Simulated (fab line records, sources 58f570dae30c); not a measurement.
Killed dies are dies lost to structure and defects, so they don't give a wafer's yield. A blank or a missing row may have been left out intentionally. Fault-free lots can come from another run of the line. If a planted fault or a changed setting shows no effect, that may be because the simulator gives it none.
Which tool is to blame? :: flow berkeleyCmos170 :: 14 lots with 42 wafers sampled at 6 steps, on a route of 331 steps

## WHAT EACH GAUGE READ, for each wafer
UCB170_M1_RS_MEAS_01: measurement is done with a four-point probe.
lot: L176
measured: day 7 16:48
on: filmMetro-01
M1_AL_RS (ohm/sq): 0.0495 0.0494 0.0492

lot: L175
measured: day 7 18:37
on: filmMetro-03
M1_AL_RS (ohm/sq): 0.0480 0.0484 0.0481

lot: L177
measured: day 8 07:34
on: filmMetro-03
M1_AL_RS (ohm/sq): 0.0481 0.0486 0.0482

lot: L180
measured: day 8 17:48
on: filmMetro-01
M1_AL_RS (ohm/sq): 0.0488 0.0485 0.0489

lot: L179
measured: day 8 19:23
on: filmMetro-01
M1_AL_RS (ohm/sq): 0.0494 0.0495 0.0493

lot: L181
measured: day 8 22:50
on: filmMetro-01
M1_AL_RS (ohm/sq): 0.0482 0.0483 0.0485

lot: L182
measured: day 9 14:03
on: filmMetro-01
M1_AL_RS (ohm/sq): 0.0488 0.0483 0.0485

lot: L183
measured: day 9 14:03
on: filmMetro-03
M1_AL_RS (ohm/sq): 0.0479 0.0481 0.0479

lot: L185
measured: day 9 22:49
on: filmMetro-02
M1_AL_RS (ohm/sq): 0.0490 0.0492 0.0494

lot: L189
measured: day 10 16:41
on: filmMetro-03
M1_AL_RS (ohm/sq): 0.0486 0.0489 0.0489

lot: L190
measured: day 11 06:53
on: filmMetro-01
M1_AL_RS (ohm/sq): 0.0484 0.0482 0.0482

lot: L195
measured: day 11 16:39
on: filmMetro-02
M1_AL_RS (ohm/sq): 0.0491 0.0487 0.0487

lot: L193
measured: day 11 19:41
on: filmMetro-03
M1_AL_RS (ohm/sq): 0.0481 0.0479 0.0479

lot: L196
measured: day 11 22:05
on: filmMetro-03
M1_AL_RS (ohm/sq): 0.0486 0.0481 0.0487

UCB170_M2_RS_MEAS_02: measurement is done with a four-point probe.
lot: L176
measured: day 8 02:44
on: filmMetro-03
M2_AL_RS (ohm/sq): 0.0322 0.0325 0.0320

lot: L175
measured: day 8 03:00
on: filmMetro-02
M2_AL_RS (ohm/sq): 0.0316 0.0314 0.0315

lot: L177
measured: day 8 21:05
on: filmMetro-02
M2_AL_RS (ohm/sq): 0.0323 0.0320 0.0323

lot: L180
measured: day 9 04:24
on: filmMetro-04
M2_AL_RS (ohm/sq): 0.0322 0.0320 0.0320

lot: L179
measured: day 9 04:16
on: filmMetro-03
M2_AL_RS (ohm/sq): 0.0314 0.0318 0.0313

lot: L181
measured: day 9 10:16
on: filmMetro-04
M2_AL_RS (ohm/sq): 0.0318 0.0316 0.0319

lot: L182
measured: day 9 23:34
on: filmMetro-04
M2_AL_RS (ohm/sq): 0.0323 0.0323 0.0323

lot: L183
measured: day 9 23:59
on: filmMetro-03
M2_AL_RS (ohm/sq): 0.0159 0.0159 0.0158

lot: L185
measured: day 10 09:29
on: filmMetro-03
M2_AL_RS (ohm/sq): 0.0324 0.0321 0.0321

lot: L189
measured: day 11 02:31
on: filmMetro-04
M2_AL_RS (ohm/sq): 0.0324 0.0322 0.0324

lot: L190
measured: day 11 16:49
on: filmMetro-03
M2_AL_RS (ohm/sq): 0.0324 0.0321 0.0325

lot: L195
measured: day 12 02:37
on: filmMetro-02
M2_AL_RS (ohm/sq): 0.0320 0.0320 0.0323

lot: L193
measured: day 12 06:56
on: filmMetro-04
M2_AL_RS (ohm/sq): 0.0160 0.0159 0.0159

lot: L196
measured: day 12 07:04
on: filmMetro-03
M2_AL_RS (ohm/sq): 0.0319 0.0320 0.0320

UCB170_M2_THK_MEAS_03: measures by xrf.
lot: L176
measured: day 8 02:52
on: filmMetro-03
M2_AL_THK (nm): 921 911 921

lot: L175
measured: day 8 03:07
on: filmMetro-02
M2_AL_THK (nm): 929 939 929

lot: L177
measured: day 8 21:11
on: filmMetro-02
M2_AL_THK (nm): 908 907 906

lot: L180
measured: day 9 04:30
on: filmMetro-04
M2_AL_THK (nm): 927 929 924

lot: L179
measured: day 9 04:23
on: filmMetro-03
M2_AL_THK (nm): 938 932 939

lot: L181
measured: day 9 10:23
on: filmMetro-04
M2_AL_THK (nm): 936 944 936

lot: L182
measured: day 9 23:40
on: filmMetro-04
M2_AL_THK (nm): 916 921 924

lot: L183
measured: day 10 00:06
on: filmMetro-03
M2_AL_THK (nm): 1846 1842 1848

lot: L185
measured: day 10 09:35
on: filmMetro-03
M2_AL_THK (nm): 908 912 916

lot: L189
measured: day 11 02:38
on: filmMetro-04
M2_AL_THK (nm): 914 917 914

lot: L190
measured: day 11 16:56
on: filmMetro-03
M2_AL_THK (nm): 904 913 902

lot: L195
measured: day 12 02:43
on: filmMetro-02
M2_AL_THK (nm): 913 918 906

lot: L193
measured: day 12 07:02
on: filmMetro-04
M2_AL_THK (nm): 1854 1861 1866

lot: L196
measured: day 12 07:10
on: filmMetro-03
M2_AL_THK (nm): 924 921 916

## WHAT TOOL EACH LOT RAN ON (gives the tool, then ch and the chambers of the sampled wafers, and finally the start)
lot: L176
UCB170_CONTACT_STRIP_19: plasmaAsher-02 ch 0,1, day 7 16:21
UCB170_M1_SPUTTER_00: pvdSputter-01, day 7 16:44
UCB170_M2_SPUTTER_01: pvdSputter-02, day 8 02:39

lot: L175
UCB170_CONTACT_STRIP_19: plasmaAsher-02 ch 0,1, day 7 18:08
UCB170_M1_SPUTTER_00: pvdSputter-03, day 7 18:32
UCB170_M2_SPUTTER_01: pvdSputter-03, day 8 02:53

lot: L177
UCB170_CONTACT_STRIP_19: plasmaAsher-01 ch 0,1, day 8 07:06
UCB170_M1_SPUTTER_00: pvdSputter-02, day 8 07:28
UCB170_M2_SPUTTER_01: pvdSputter-02, day 8 20:58

lot: L180
UCB170_CONTACT_STRIP_19: plasmaAsher-02 ch 0,1, day 8 17:17
UCB170_M1_SPUTTER_00: pvdSputter-02, day 8 17:42
UCB170_M2_SPUTTER_01: pvdSputter-04, day 9 04:16

lot: L179
UCB170_CONTACT_STRIP_19: plasmaAsher-04 ch 0,1, day 8 18:53
UCB170_M1_SPUTTER_00: pvdSputter-01, day 8 19:19
UCB170_M2_SPUTTER_01: pvdSputter-02, day 9 04:10

lot: L181
UCB170_CONTACT_STRIP_19: plasmaAsher-01 ch 0,1, day 8 22:23
UCB170_M1_SPUTTER_00: pvdSputter-01, day 8 22:47
UCB170_M2_SPUTTER_01: pvdSputter-02, day 9 10:11

lot: L182
UCB170_CONTACT_STRIP_19: plasmaAsher-04 ch 0,1, day 9 11:20
UCB170_M1_SPUTTER_00: pvdSputter-01, day 9 13:57
UCB170_M2_SPUTTER_01: pvdSputter-03, day 9 23:27

lot: L183
UCB170_CONTACT_STRIP_19: plasmaAsher-01 ch 1, day 9 11:32
UCB170_M1_SPUTTER_00: pvdSputter-03, day 9 13:57
UCB170_M2_SPUTTER_01: pvdSputter-02, day 9 23:38

lot: L185
UCB170_CONTACT_STRIP_19: plasmaAsher-01 ch 0,1, day 9 22:21
UCB170_M1_SPUTTER_00: pvdSputter-02, day 9 22:43
UCB170_M2_SPUTTER_01: pvdSputter-04, day 10 09:22

lot: L189
UCB170_CONTACT_STRIP_19: plasmaAsher-02 ch 0,1, day 10 16:14
UCB170_M1_SPUTTER_00: pvdSputter-01, day 10 16:37
UCB170_M2_SPUTTER_01: pvdSputter-04, day 11 02:26

lot: L190
UCB170_CONTACT_STRIP_19: plasmaAsher-02 ch 0,1, day 11 06:13
UCB170_M1_SPUTTER_00: pvdSputter-01, day 11 06:49
UCB170_M2_SPUTTER_01: pvdSputter-04, day 11 16:44

lot: L195
UCB170_CONTACT_STRIP_19: plasmaAsher-01 ch 0,1, day 11 16:09
UCB170_M1_SPUTTER_00: pvdSputter-03, day 11 16:34
UCB170_M2_SPUTTER_01: pvdSputter-02, day 12 02:31

lot: L193
UCB170_CONTACT_STRIP_19: plasmaAsher-04 ch 0,1, day 11 19:13
UCB170_M1_SPUTTER_00: pvdSputter-01, day 11 19:37
UCB170_M2_SPUTTER_01: pvdSputter-03, day 12 06:28

lot: L196
UCB170_CONTACT_STRIP_19: plasmaAsher-02 ch 0,1, day 11 21:36
UCB170_M1_SPUTTER_00: pvdSputter-02, day 11 22:01
UCB170_M2_SPUTTER_01: pvdSputter-04, day 12 06:57
- UCB170_CONTACT_STRIP_19: strips in O2.
- UCB170_M1_SPUTTER_00: material Al, target thk 600 nm, time 80 s.
- UCB170_M2_SPUTTER_01: material Al, target thk 900 nm, time 120 s.

## WHAT THE TOOLS THEMSELVES READ (means of the sampled wafers that have a number; where no wafer has one, the mark that the record gives instead)
UCB170_CONTACT_STRIP_19.
lot: L176
tool: plasmaAsher-02
chamberPressureMTorr (mTorr): 3498
drypumpMotorCurrentA (A): 5.8
oesProductAu (a.u.): 0.723

lot: L175
tool: plasmaAsher-02
chamberPressureMTorr (mTorr): 3499
drypumpMotorCurrentA (A): 5.8
oesProductAu (a.u.): 0.726

lot: L177
tool: plasmaAsher-01
chamberPressureMTorr (mTorr): 3501
drypumpMotorCurrentA (A): 5.8
oesProductAu (a.u.): 0.729

lot: L180
tool: plasmaAsher-02
chamberPressureMTorr (mTorr): 3499
drypumpMotorCurrentA (A): 5.8
oesProductAu (a.u.): 0.725

lot: L179
tool: plasmaAsher-04
chamberPressureMTorr (mTorr): 3498
drypumpMotorCurrentA (A): 5.4
oesProductAu (a.u.): 0.726

lot: L181
tool: plasmaAsher-01
chamberPressureMTorr (mTorr): 3498
drypumpMotorCurrentA (A): 5.8
oesProductAu (a.u.): 0.730

lot: L182
tool: plasmaAsher-04
chamberPressureMTorr (mTorr): 3501
drypumpMotorCurrentA (A): 5.4
oesProductAu (a.u.): 0.726

lot: L183
tool: plasmaAsher-01
chamberPressureMTorr (mTorr): 3501
drypumpMotorCurrentA (A): 6.2
oesProductAu (a.u.): 0.730

lot: L185
tool: plasmaAsher-01
chamberPressureMTorr (mTorr): 3501
drypumpMotorCurrentA (A): 5.9
oesProductAu (a.u.): 0.726

lot: L189
tool: plasmaAsher-02
chamberPressureMTorr (mTorr): 3499
drypumpMotorCurrentA (A): 5.8
oesProductAu (a.u.): 0.725

lot: L190
tool: plasmaAsher-02
chamberPressureMTorr (mTorr): 3503
drypumpMotorCurrentA (A): 5.8
oesProductAu (a.u.): 0.721

lot: L195
tool: plasmaAsher-01
chamberPressureMTorr (mTorr): 3499
drypumpMotorCurrentA (A): 5.8
oesProductAu (a.u.): 0.727

lot: L193
tool: plasmaAsher-04
chamberPressureMTorr (mTorr): 3498
drypumpMotorCurrentA (A): 5.3
oesProductAu (a.u.): 0.725

lot: L196
tool: plasmaAsher-02
chamberPressureMTorr (mTorr): 3499
drypumpMotorCurrentA (A): 5.8
oesProductAu (a.u.): 0.726

UCB170_M1_SPUTTER_00.
lot: L176
tool: pvdSputter-01
chamberPressurePa (Pa): 0.5001
throttleValvePct (%): 29.8

lot: L175
tool: pvdSputter-03
chamberPressurePa (Pa): 0.5008
throttleValvePct (%): 29.6

lot: L177
tool: pvdSputter-02
chamberPressurePa (Pa): 0.5004
throttleValvePct (%): 30.3

lot: L180
tool: pvdSputter-02
chamberPressurePa (Pa): 0.4996
throttleValvePct (%): 30.2

lot: L179
tool: pvdSputter-01
chamberPressurePa (Pa): 0.5007
throttleValvePct (%): 29.4

lot: L181
tool: pvdSputter-01
chamberPressurePa (Pa): 0.5002
throttleValvePct (%): 29.7

lot: L182
tool: pvdSputter-01
chamberPressurePa (Pa): 0.5008
throttleValvePct (%): 30.3

lot: L183
tool: pvdSputter-03
chamberPressurePa (Pa): 0.5001
throttleValvePct (%): 29.5

lot: L185
tool: pvdSputter-02
chamberPressurePa (Pa): 0.5000
throttleValvePct (%): 29.6

lot: L189
tool: pvdSputter-01
chamberPressurePa (Pa): 0.5003
throttleValvePct (%): 29.8

lot: L190
tool: pvdSputter-01
chamberPressurePa (Pa): 0.4981
throttleValvePct (%): 30.3

lot: L195
tool: pvdSputter-03
chamberPressurePa (Pa): 0.4998
throttleValvePct (%): 29.4

lot: L193
tool: pvdSputter-01
chamberPressurePa (Pa): 0.4995
throttleValvePct (%): 29.9

lot: L196
tool: pvdSputter-02
chamberPressurePa (Pa): 0.5006
throttleValvePct (%): 29.6

UCB170_M2_SPUTTER_01.
lot: L176
tool: pvdSputter-02
chamberPressurePa (Pa): 0.4994
throttleValvePct (%): 30.4

lot: L175
tool: pvdSputter-03
chamberPressurePa (Pa): 0.5003
throttleValvePct (%): 29.5

lot: L177
tool: pvdSputter-02
chamberPressurePa (Pa): 0.4996
throttleValvePct (%): 28.8

lot: L180
tool: pvdSputter-04
chamberPressurePa (Pa): 0.4990
throttleValvePct (%): 30.9

lot: L179
tool: pvdSputter-02
chamberPressurePa (Pa): 0.5010
throttleValvePct (%): 28.8

lot: L181
tool: pvdSputter-02
chamberPressurePa (Pa): 0.4994
throttleValvePct (%): 29.4

lot: L182
tool: pvdSputter-03
chamberPressurePa (Pa): 0.4999
throttleValvePct (%): 29.6

lot: L183
tool: pvdSputter-02
chamberPressurePa (Pa): 0.5006
throttleValvePct (%): 29.5

lot: L185
tool: pvdSputter-04
chamberPressurePa (Pa): 0.4998
throttleValvePct (%): 31.1

lot: L189
tool: pvdSputter-04
chamberPressurePa (Pa): 0.5005
throttleValvePct (%): 30.8

lot: L190
tool: pvdSputter-04
chamberPressurePa (Pa): 0.5007
throttleValvePct (%): 30.5

lot: L195
tool: pvdSputter-02
chamberPressurePa (Pa): 0.5001
throttleValvePct (%): 29.7

lot: L193
tool: pvdSputter-03
chamberPressurePa (Pa): 0.5006
throttleValvePct (%): 29.6

lot: L196
tool: pvdSputter-04
chamberPressurePa (Pa): 0.5001
throttleValvePct (%): 30.6

## THE ANSWER, worked out from the rows above alone
Rule: usual is defined by the lots themselves. The widest of any qualifying gaps counts: lots, ordered by their means at a reading, are off when they make up no more than a third of the lots, leave a main group of 4 or more, and stand apart from it by 3 or more times the standard deviation of that group's means. A main group is skipped when, at the precision printed for the reading in the tables above, its means are all equal. Also off: a lot with no number at a reading for which 4 or more lots have one. All remaining lots with rows at the step are treated as sound. First the gauges in route order, then the tools' own readings, where a lot's mean is used as printed above. The first step at which some lot is off is used, and at that step the reading that is off furthest; a lot without a number counts as furthest.
Off: L183, L193, at UCB170_M2_RS_MEAS_02 (M2_AL_RS). Main group: mean 0.0320 ohm/sq, sd 0.00029.
If a tool, at a process step before that reading, ran all the lots that are off and no sound lot after the first of them, it fits. Gauges at UCB170_M2_RS_MEAS_02: tried the same way as those tools. Not one of the candidates tried fits.

## WHAT THE SIMULATOR PUT IN
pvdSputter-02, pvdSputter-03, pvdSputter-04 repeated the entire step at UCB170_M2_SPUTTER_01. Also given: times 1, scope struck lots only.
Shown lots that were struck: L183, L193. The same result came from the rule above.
